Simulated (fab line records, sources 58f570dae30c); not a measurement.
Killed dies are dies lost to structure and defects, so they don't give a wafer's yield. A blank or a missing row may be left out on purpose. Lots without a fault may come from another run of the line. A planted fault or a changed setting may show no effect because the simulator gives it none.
A struck lot beside a sound one | flow berkeley_cmos170 | 15 steps out of a route of 331
Sound: wafers L874.2, L874.5, L874.6. Struck: wafers L878.2, L878.3, L878.5. The cause comes at the end.
At each step with rows: each side's tool, then ch and its chambers, then its first start. Under that, the readings that differ: sound wafers | struck wafers | difference of the means | sigmas: that difference in standard deviations of wafers without a fault.
alike: readings whose means differ by less than 2 such deviations, and words and numbers that are the same on both sides. not compared: withheld readings, readings that some wafer has no value for, bounds like >300 that may hide the same value, and numbers for which the record gives no deviation and whose values overlap.
The two part at a step that has a row with sigmas, a row that says differs or no value, or rows on one side only. Numbers that don't overlap but have no deviation are shown without sigmas and don't part them. A reading that every wafer of one side lacks parts them only if that side has two wafers or more.

UCB170_ACTIVE_THK_MEAS_03:
  sound on film_metro-04, day 7 09:29; struck on film_metro-01, day 7 22:28
  alike: ACTIVE_OXIDE_THK
then, 2 steps without rows for these wafers: UCB170_ACTIVE_ANNEAL_04 (time 900 s); UCB170_ACTIVE_CVD_05 (deposits Si3N4 from SiH2Cl2/NH3, target thk 220 nm, time 3300 s).
UCB170_ACTIVE_THK_MEAS_06:
  sound on film_metro-02, day 7 19:50; struck on film_metro-04, day 8 05:58
  alike: ACTIVE_NITRIDE_THK
then, 6 steps without rows for these wafers: UCB170_ACTIVE_HMDS_07 (prime time 60 s); UCB170_ACTIVE_COAT_08 (resist thk 900 nm); UCB170_ACTIVE_SOFTBAKE_09 (time 60 s); UCB170_ACTIVE_EXPOSE_10 (exposes mask ACTIVE, target cd 1200 nm); UCB170_ACTIVE_PEB_11; UCB170_ACTIVE_DEVELOP_12 (develop time 45 s).
UCB170_ACTIVE_CD_MEAS_13: target cd 1200 nm.
  sound on cd_sem-02, day 7 21:01; struck on cd_sem-02, day 8 07:28
  alike: cd_nm
UCB170_ACTIVE_OVL_MEAS_14:
  sound on overlay-01, day 7 21:08; struck on overlay-01, day 8 07:34
  alike: ACTIVE_OVL
UCB170_ACTIVE_ETCH_15: etches Si3N4 in CH3F/Ar/O2, stops on SiO2, target depth 242 nm, time 151 s.
  sound on rie_diel-03 ch 0,3, day 7 21:10; struck on rie_diel-03 ch 0,1,3, day 8 07:36
  reading                                       | sound             | struck            | difference | sigmas
  model.KrF_of_ACTIVE_COAT_08.thk_nm (nm)       | 730.2 726.7 727   | 639.8 638.9 632.4 | -90.9      |
  model.SiO2_of_ACTIVE_OXIDATION_02.thk_nm (nm) | 23.18 23.47 23.46 | 0 0 0             | -23        |
  alike: drypump_motor_current_A, oes_product_au, throttle_valve_pct
  not compared: rf_hours_counter_h
UCB170_ACTIVE_STRIP_16: strips in O2.
  sound on plasma_asher-01 ch 0,1, day 7 21:16; struck on plasma_asher-04 ch 0,1, day 8 07:42
  reading                      | sound             | struck            | difference | sigmas
  strip_time_to_endpoint_s (s) | 18.21 18.15 18.13 | 16.06 16.03 15.89 | -2.17      | -23
  alike: drypump_motor_current_A, oes_product_au
  not compared: rf_hours_counter_h
UCB170_ACTIVE_CD_MEAS_90: target cd 1200 nm.
  sound on cd_sem-02, day 7 21:23; struck on cd_sem-02, day 8 07:49
  reading    | sound                | struck               | difference | sigmas
  cd_nm (nm) | 1200.3 1200.9 1199.2 | 1197.6 1197.2 1197.7 | -2.6       | -2

WHERE THEY PART
First at UCB170_ACTIVE_STRIP_16; last, within this record, at UCB170_ACTIVE_CD_MEAS_90.

WHY: what the simulator had put in
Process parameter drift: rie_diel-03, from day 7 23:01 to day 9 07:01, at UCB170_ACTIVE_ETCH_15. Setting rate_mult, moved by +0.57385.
